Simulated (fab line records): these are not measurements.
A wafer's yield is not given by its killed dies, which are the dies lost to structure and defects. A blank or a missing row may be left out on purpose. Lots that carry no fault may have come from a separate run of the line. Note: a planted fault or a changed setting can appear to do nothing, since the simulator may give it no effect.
One fault seen from 2 desks || flow berkeleyCmos170 || what lay behind the numbers comes last; until then each desk has only its own

== AT THE METROLOGY DESK ==
Means of the sampled wafers that have a number, per lot and without regard to the tool the lot ran on: this is what the gauges read. If a lot's mean is further than 4 standard deviations from the usual mean, the lot is out of limits and carries the mark OUT (the distance appears in the brackets).
Columns: A = PLDD_TW at UCB170_PLDD_TW_MEAS_11, usual 1003; B = cdNm at UCB170_NLDD_CD_MEAS_06, usual 1200.1 nm; C = CONTACT_OVL at UCB170_CONTACT_OVL_MEAS_16, usual -2 nm
{"lot": "L931", "first seen here": "day 7 21:40", "A": 1011, "B": 1199.5, "C": -4}
{"lot": "L932", "first seen here": "day 8 08:51", "A": 1016, "B": 1200.0, "C": -3}
{"lot": "L934", "first seen here": "day 8 09:53", "A": 1017, "B": 1197.7, "C": -7}
{"lot": "L933", "first seen here": "day 8 10:02", "A": 996, "B": 1201.1, "C": -1}
{"lot": "L935", "first seen here": "day 9 11:43", "A": 1004, "B": 1200.6, "C": -2}
{"lot": "L939", "first seen here": "day 9 22:36", "A": 993, "B": 1201.9, "C": -0}
{"lot": "L937", "first seen here": "day 9 22:42", "A": 991, "B": 1198.9, "C": -2}
{"lot": "L940", "first seen here": "day 9 22:43", "A": 1004, "B": 1202.6, "C": 5}
{"lot": "L945", "first seen here": "day 10 13:40", "A": 992, "B": 1197.9, "C": 2}
{"lot": "L942", "first seen here": "day 10 14:31", "A": 1008, "B": 1202.8, "C": -4}
{"lot": "L944", "first seen here": "day 11 00:52", "A": 977, "B": 1199.8, "C": 1}
{"lot": "L949", "first seen here": "day 11 10:25", "A": 1003, "B": 1199.4, "C": 3}
{"lot": "L950", "first seen here": "day 11 19:23", "A": 1005, "B": 1200.2, "C": -5}
This desk's finding: nothing out of limits on any of the 13 lots.

== AT THE TOOL OWNER'S DESK: implanter-04 ==
The tool's own readings at UCB170_PLDD_IMPLANT_08, given as means over the sampled wafers that have a number, one for each lot that went through this tool. If a lot's mean is further than 4 standard deviations from the usual mean, the lot is out of limits and carries the mark OUT (the distance appears in the brackets).
Columns: A = beamOnS at UCB170_PLDD_IMPLANT_08, usual 9.97 s
{"lot": "L932", "first seen here": "day 8 08:28", "A": 9.95}
{"lot": "L935", "first seen here": "day 9 11:19", "A": 9.84}
{"lot": "L939", "first seen here": "day 9 22:12", "A": 10.01}
{"lot": "L944", "first seen here": "day 11 00:28", "A": 9.75}
This desk's finding: nothing out of limits on any of the 4 lots.

== BROUGHT TOGETHER ==
The metrology desk saw nothing out of limits.
The tool owner's desk saw nothing out of limits.

== WHAT THE SIMULATOR HAD PUT IN ==
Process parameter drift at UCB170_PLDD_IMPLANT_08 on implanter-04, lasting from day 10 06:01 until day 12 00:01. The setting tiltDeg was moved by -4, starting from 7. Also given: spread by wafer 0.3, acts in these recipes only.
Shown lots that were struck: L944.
